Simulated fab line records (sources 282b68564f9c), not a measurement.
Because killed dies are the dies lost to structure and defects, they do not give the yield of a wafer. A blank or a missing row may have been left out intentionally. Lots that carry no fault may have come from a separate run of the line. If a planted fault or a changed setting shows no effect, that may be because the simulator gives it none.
Which tool did it? | flow rit_cmos | 14 lots with 42 wafers sampled at 2 steps, on a route of 202 steps

== WHAT THE GAUGES SHOWED, per wafer ==
RIT_M1_CD_MEAS_09: the cd target is 2600 nm.
lot  | measured    | on        | cd_nm (nm)
L823 | day 3 11:29 | cd_sem-01 | 2598.5 2599.8 2595.4
L824 | day 3 14:40 | cd_sem-01 | 2598.3 2600.5 2599.4
L825 | day 3 18:13 | cd_sem-02 | 2600.8 2600.3 2603.0
L826 | day 4 00:57 | cd_sem-01 | 2603.7 2603.1 2602.8
L827 | day 4 02:46 | cd_sem-01 | 2600.1 2599.6 2600.7
L828 | day 4 09:25 | cd_sem-01 | - - -
L829 | day 4 14:38 | cd_sem-01 | - - -
L830 | day 4 21:18 | cd_sem-02 | 2601.4 2601.4 2601.5
L838 | day 6 12:03 | cd_sem-01 | 2602.3 2604.1 2600.9
L839 | day 6 15:54 | cd_sem-02 | 2602.0 2599.6 2598.3
L841 | day 7 00:45 | cd_sem-02 | 2596.4 2598.5 2598.6
L842 | day 7 05:47 | cd_sem-01 | 2602.6 2602.6 2601.1
L844 | day 7 15:43 | cd_sem-01 | 2598.2 2601.4 2600.0
L846 | day 8 01:54 | cd_sem-02 | 2599.6 2598.6 2597.6

== WHICH TOOL RAN EACH LOT (tool, then ch and the chambers of the sampled wafers, then the start) ==
lot  | RIT_M1_COAT_04
L823 | litho_track-02 ch 0, day 3 10:46
L824 | litho_track-03 ch 0, day 3 13:49
L825 | litho_track-02 ch 0, day 3 17:29
L826 | litho_track-02 ch 0, day 4 00:06
L827 | litho_track-03 ch 0, day 4 02:01
L828 | litho_track-01, day 4 08:34
L829 | litho_track-02, day 4 13:52
L830 | litho_track-02 ch 0, day 4 20:35
L838 | litho_track-02 ch 0, day 6 11:11
L839 | litho_track-03 ch 0, day 6 15:03
L841 | litho_track-01 ch 0, day 7 00:01
L842 | litho_track-02 ch 0, day 7 05:04
L844 | litho_track-03 ch 0, day 7 14:59
L846 | litho_track-02 ch 0, day 8 01:02
- RIT_M1_COAT_04: resist thk 1300 nm.

== WHAT THE TOOLS THEMSELVES READ (means of the sampled wafers that have a number; where no wafer has one, the mark that the record gives instead) ==
RIT_M1_COAT_04.
lot  | tool           | chill_plate_temp_C (C) | dispense_pressure_kPa (kPa)
L823 | litho_track-02 | 23.17                  | 49
L824 | litho_track-03 | 23.00                  | 59
L825 | litho_track-02 | 23.09                  | 49
L826 | litho_track-02 | 22.94                  | 49
L827 | litho_track-03 | 23.20                  | 59
L828 | litho_track-01 | -                      | -
L829 | litho_track-02 | -                      | -
L830 | litho_track-02 | 22.80                  | 49
L838 | litho_track-02 | 22.93                  | 49
L839 | litho_track-03 | 23.13                  | 59
L841 | litho_track-01 | 22.93                  | 49
L842 | litho_track-02 | 23.03                  | 49
L844 | litho_track-03 | 23.05                  | 59
L846 | litho_track-02 | 22.91                  | 49

== THE ANSWER, worked out from the rows above alone ==
Rule: usual is defined by the lots themselves. The widest of any qualifying gaps counts: lots, ordered by their means at a reading, are off when they make up no more than a third of the lots, leave a main group of 4 or more, and stand apart from it by 3 or more times the standard deviation of that group's means. A main group whose means are all the same, to the digits that the tables above print for the reading, isn't used. A lot without any number at a reading at which 4 lots or more have one is off too. The other lots that the step has rows for count as sound. First the gauges in route order, then the tools' own readings, where a lot's mean is used as printed above. At the first step where some lot is off, the reading lying furthest off is the one used; lots without a number count as furthest.
Off: L828, L829 (RIT_M1_CD_MEAS_09, cd_nm). Without a number there: L828, L829. Main group: mean 2600.4 nm, sd 1.7.
A tool fits if, at a process step before that reading, it ran every lot that is off, and no sound lot after the first of them. Not tried: the gauges at RIT_M1_CD_MEAS_09; whatever is off there is also off at RIT_M1_COAT_04, on other tools, and gauge error can't account for it. Of those tried, none fits.

== WHAT THE SIMULATOR HAD INSERTED ==
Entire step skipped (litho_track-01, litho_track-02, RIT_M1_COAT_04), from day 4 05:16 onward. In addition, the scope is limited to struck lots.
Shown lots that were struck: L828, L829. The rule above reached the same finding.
